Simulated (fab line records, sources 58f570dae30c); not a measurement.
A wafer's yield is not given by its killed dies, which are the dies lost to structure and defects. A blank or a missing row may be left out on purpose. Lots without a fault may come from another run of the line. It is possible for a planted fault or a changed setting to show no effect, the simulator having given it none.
Which tool was responsible? -- flow berkeley-cmos170 -- Sampling: 13 lots, 39 wafers, 4 of 331 route steps

== WHAT THE GAUGES READ, wafer by wafer ==
UCB170_PWELL_TW_MEAS_17. Usual: PWELL_TW 380, standard deviation 3.7.
lot,measured,on,PWELL_TW,flag
L775,day 3 07:39,film-metro-02,380 382 378,
L776,day 3 09:11,film-metro-04,374 372 372,
L778,day 3 16:07,film-metro-02,381 381 382,
L777,day 3 16:08,film-metro-01,380 380 380,
L779,day 3 16:23,film-metro-02,383 380 381,
L781,day 4 10:02,film-metro-01,381 381 382,
L783,day 4 19:13,film-metro-01,381 381 379,
L787,day 5 10:47,film-metro-02,382 383 384,
L789,day 5 15:29,film-metro-01,378 378 378,
L792,day 6 14:55,film-metro-04,374 376 373,
L794,day 7 00:18,film-metro-02,384 386 385,
L795,day 7 15:55,film-metro-04,377 376 374,
L798,day 7 22:17,film-metro-02,387 385 384,

UCB170_SDANNEAL_RS_MEAS_05: the measuring method here is four-point-probe. Usual: NLDD_RS 615.3 ohm/sq, standard deviation 1.2.
lot,measured,on,NLDD_RS (ohm/sq),flag
L775,day 7 06:27,film-metro-03,614.8 615.5 615.2,
L776,day 7 06:15,film-metro-01,614.5 615.3 615.2,
L778,day 7 13:34,film-metro-02,615.9 615.5 614.2,
L777,day 7 13:17,film-metro-03,614.0 615.0 615.9,
L779,day 7 13:16,film-metro-01,615.8 617.3 616.0,
L781,day 7 15:25,film-metro-01,615.5 617.0 617.7,
L783,day 8 15:38,film-metro-01,622.0 621.7 622.4,OFF
L787,day 9 19:02,film-metro-02,621.0 620.8 621.1,OFF
L789,day 9 09:43,film-metro-03,615.1 615.5 615.2,
L792,day 10 09:02,film-metro-02,616.4 614.3 615.5,
L794,day 11 02:19,film-metro-02,615.0 618.7 617.2,
L795,day 11 15:34,film-metro-01,615.8 616.0 615.6,
L798,day 11 15:07,film-metro-02,613.2 613.7 615.2,

== WHAT TOOL EACH LOT RAN ON (gives the tool, then ch and the chambers of the sampled wafers, and finally the start) ==
lot,UCB170_GATE_ETCH_14,UCB170_NLDD_IMPLANT_08
L775,"rie-diel-02 ch 0,1,2, day 6 15:38","implanter-04 ch 0, day 6 19:51"
L776,"rie-diel-04 ch 0,1,3, day 6 15:22","implanter-03 ch 0, day 6 18:52"
L778,"rie-diel-02 ch 0,1, day 6 22:02","implanter-01 ch 0, day 7 02:56"
L777,"rie-diel-01 ch 0,2,3, day 6 21:46","implanter-03 ch 0, day 7 02:41"
L779,"rie-diel-02 ch 0,2, day 6 21:29","implanter-01 ch 0, day 7 02:29"
L781,"rie-diel-04 ch 1,2,3, day 7 01:30","implanter-04 ch 0, day 7 05:07"
L783,"rie-diel-02 ch 0,1,2, day 8 00:14","implanter-03 ch 0, day 8 04:13"
L787,"rie-diel-04 ch 1,2,3, day 9 02:53","implanter-03 ch 0, day 9 08:21"
L789,"rie-diel-02 ch 0,1, day 8 14:48","implanter-01 ch 0, day 8 18:02"
L792,"rie-diel-02 ch 1,2,3, day 9 18:35","implanter-01 ch 0, day 9 21:58"
L794,"rie-diel-04 ch 1,3, day 10 08:36","implanter-04 ch 0, day 10 12:17"
L795,"rie-diel-02 ch 1,2, day 11 00:53","implanter-04 ch 0, day 11 06:41"
L798,"rie-diel-04 ch 1,2, day 11 00:37","implanter-04 ch 0, day 11 05:41"
- UCB170_GATE_ETCH_14: etches BARC in N2/H2.
- UCB170_NLDD_IMPLANT_08

== WHAT THE TOOLS THEMSELVES READ (means of the sampled wafers that have a number; where no wafer has one, the mark that the record gives instead) ==
UCB170_GATE_ETCH_14. Usual: chamber-pressure-mTorr 29.999 mTorr, standard deviation 0.027; drypump-motor-current-A 5.9 A, standard deviation 0.45; n2-flow-sccm 100.0 sccm, standard deviation 0.3; oes-product-au 1.010 a.u., standard deviation 0.023; throttle-valve-pct 13.25 %, standard deviation 0.25.
lot,tool,chamber-pressure-mTorr (mTorr),drypump-motor-current-A (A),n2-flow-sccm (sccm),oes-product-au (a.u.),throttle-valve-pct (%),flag
L775,rie-diel-02,29.988,5.6,99.9,1.016,13.29,
L776,rie-diel-04,30.020,6.5,100.0,1.018,13.18,
L778,rie-diel-02,30.003,5.6,99.8,1.022,13.03,
L777,rie-diel-01,29.996,5.8,99.8,1.012,13.30,
L779,rie-diel-02,30.020,5.6,100.1,1.008,13.36,
L781,rie-diel-04,29.994,6.1,99.9,1.006,13.23,
L783,rie-diel-02,29.996,5.6,100.3,1.010,13.30,
L787,rie-diel-04,30.015,6.1,100.0,1.011,13.20,
L789,rie-diel-02,29.981,5.6,99.9,1.021,13.03,
L792,rie-diel-02,30.002,5.8,100.1,0.996,13.22,
L794,rie-diel-04,30.006,6.6,99.9,0.995,13.13,
L795,rie-diel-02,29.997,5.5,99.9,1.007,13.48,
L798,rie-diel-04,30.003,6.1,100.2,0.996,13.29,

UCB170_NLDD_IMPLANT_08. Usual: beam-energy-keV 30.000, standard deviation 0.01; beam-on-s 10.01 s, standard deviation 0.2; dose-ions-cm2 5e+13, standard deviation 5.5e+10; end-station-pressure-torr 5.12e-06 Torr, standard deviation 3e-07.
lot,tool,beam-energy-keV,beam-on-s (s),dose-ions-cm2,end-station-pressure-torr (Torr),flag
L775,implanter-04,30.002,9.92,5e+13,5.18e-06,
L776,implanter-03,30.003,10.15,5e+13,5.24e-06,
L778,implanter-01,30.008,10.16,5e+13,5.10e-06,
L777,implanter-03,30.005,10.05,5e+13,5.08e-06,
L779,implanter-01,30.004,9.97,5e+13,5.00e-06,
L781,implanter-04,29.995,10.11,5e+13,5.25e-06,
L783,implanter-03,29.995,9.92,5e+13,4.82e-06,
L787,implanter-03,29.994,10.03,5e+13,5.15e-06,
L789,implanter-01,30.004,9.98,5e+13,5.05e-06,
L792,implanter-01,30.013,9.86,5e+13,5.21e-06,
L794,implanter-04,29.994,9.84,5e+13,4.98e-06,
L795,implanter-04,30.002,10.05,5e+13,4.89e-06,
L798,implanter-04,29.989,10.05,5e+13,5.27e-06,

== THE ANSWER, worked out from the rows above alone ==
Rule: take the mean of a lot's wafers that have a number; if it is more than 3 standard deviations from the usual mean, the lot is off. A lot without any number at a reading at which 4 lots or more have one is off too. The other lots that the step has rows for count as sound. First the gauges in route order, then the tools' own readings, where a lot's mean is used as printed above. The first step at which some lot is off is used, and at that step the reading that is off furthest; a lot without a number counts as furthest.
Off: L783, L787, seen at UCB170_SDANNEAL_RS_MEAS_05 (NLDD_RS).
If a tool, at a process step before that reading, ran all the lots that are off and no sound lot after the first of them, it fits. Those tools and the gauges at UCB170_SDANNEAL_RS_MEAS_05 are tried in the same way. One candidate fits, namely implanter-03 at UCB170_NLDD_IMPLANT_08. A fault onset in the window from L777 (day 7 02:41, its last sound lot) to L783 (day 8 04:13, its first lot off) fits.

== WHAT THE SIMULATOR HAD INSERTED ==
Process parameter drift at UCB170_NLDD_IMPLANT_08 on implanter-03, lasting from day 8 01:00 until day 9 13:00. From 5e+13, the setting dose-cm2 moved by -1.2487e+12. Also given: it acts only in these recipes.
Shown lots that were struck: L783, L787. The rule above found the same.
